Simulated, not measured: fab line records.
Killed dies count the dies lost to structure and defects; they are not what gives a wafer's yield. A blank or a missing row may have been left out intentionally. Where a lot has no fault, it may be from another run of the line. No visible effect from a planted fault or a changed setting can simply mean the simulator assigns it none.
Split-lot trial | flow berkeley cmos170 | 23 wafers read across 5 lots, on a route 331 steps long

ON THE SPLIT
At UCB170_PWELL_CVD_05 (deposits Si3N4 from SiH2Cl2/NH3, target thk 220 nm, time 3300 s), the setting temp c was moved away from the recipe's 800 C on 10 of the 23 wafers read, by -1.7% to -1.2%. The other wafers ran this setting at the recipe's value.

BETWEEN THE SPLIT AND THE READING: the file shows 1 step in between
- UCB170_PWELL_THK_MEAS_06

THE READING
oes product au, in a.u., at UCB170_PWELL_ETCH_14 (etches Si3N4 in CH3F/Ar/O2, stops on SiO2, target depth 242 nm, time 151 s). Typical for fault-free wafers on this fab line: 0.948 a.u., with standard deviation 0.019 a.u.

wafer  | tool, chamber at the split | temp c as run, C | against the recipe | oes product au, a.u. | against lot-mates on the recipe
L076.1 | lpcvd-02, 0                | 800              | recipe             | 0.962                | -
L076.2 | lpcvd-02, 0                | 800              | recipe             | 0.962                | -
L076.3 | lpcvd-02, 0                | 800              | recipe             | 0.919                | -
L077.2 | -, -                       | 790.8            | -1.2%              | 0.855                | no lot-mate on the recipe
L077.3 | -, -                       | 790.8            | -1.2%              | 0.851                | no lot-mate on the recipe
L077.4 | -, -                       | 790.8            | -1.2%              | 0.869                | no lot-mate on the recipe
L077.5 | -, -                       | 790.8            | -1.2%              | 0.856                | no lot-mate on the recipe
L077.6 | -, -                       | 790.8            | -1.2%              | 0.873                | no lot-mate on the recipe
L080.1 | -, -                       | 786.7            | -1.7%              | 0.849                | no lot-mate on the recipe
L080.2 | -, -                       | 786.7            | -1.7%              | 0.837                | no lot-mate on the recipe
L080.3 | -, -                       | 786.7            | -1.7%              | 0.812                | no lot-mate on the recipe
L080.4 | -, -                       | 786.7            | -1.7%              | 0.816                | no lot-mate on the recipe
L080.6 | -, -                       | 786.7            | -1.7%              | 0.836                | no lot-mate on the recipe
L083.1 | -, -                       | 800              | recipe             | 0.956                | -
L083.2 | -, -                       | 800              | recipe             | 0.925                | -
L083.4 | -, -                       | 800              | recipe             | 0.938                | -
L083.5 | -, -                       | 800              | recipe             | 0.929                | -
L083.6 | -, -                       | 800              | recipe             | 0.965                | -
L084.1 | -, -                       | 800              | recipe             | 0.953                | -
L084.2 | -, -                       | 800              | recipe             | 0.980                | -
L084.4 | -, -                       | 800              | recipe             | 0.942                | -
L084.5 | -, -                       | 800              | recipe             | 0.974                | -
L084.6 | -, -                       | 800              | recipe             | 0.929                | -

THE FIT
A straight line over all 23 wafers: oes product au changes by +0.0728 a.u. for each +1% of temp c; r = +0.95; the points scatter about the line by 0.017 a.u.
Too few moved wafers with a lot-mate on the recipe to fit a line net of each lot's own level.

THE WHOLE CHAIN: every reading that the file lists as answering this split, in the file's order
step                     | what it does                                                               | reading                                                                       | change (the file's fit)                  | r (the file's)
UCB170_PWELL_CVD_05      | deposits Si3N4 from SiH2Cl2/NH3, target thk 220 nm, time 3300 s            | Si3N4_of_PWELL_CVD_05.thk nm (the simulator's own value, which no gauge read) | +32 nm for each +1% of the setting       | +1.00
UCB170_PWELL_THK_MEAS_06 |                                                                            | PWELL_NITRIDE_THK                                                             | +32.1 for each +1% of the setting        | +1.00
UCB170_PWELL_ETCH_14     | etches Si3N4 in CH3F/Ar/O2, stops on SiO2, target depth 242 nm, time 151 s | oes product au                                                                | +0.0728 a.u. for each +1% of the setting | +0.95
UCB170_PWELL_ETCH_14     | etches Si3N4 in CH3F/Ar/O2, stops on SiO2, target depth 242 nm, time 151 s | etch.depth nm (the simulator's own value, which no gauge read)                | +32 nm for each +1% of the setting       | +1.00

FILE'S OWN FIT
oes product au changes by +0.0728 a.u. for each +1% of temp c, r = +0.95.
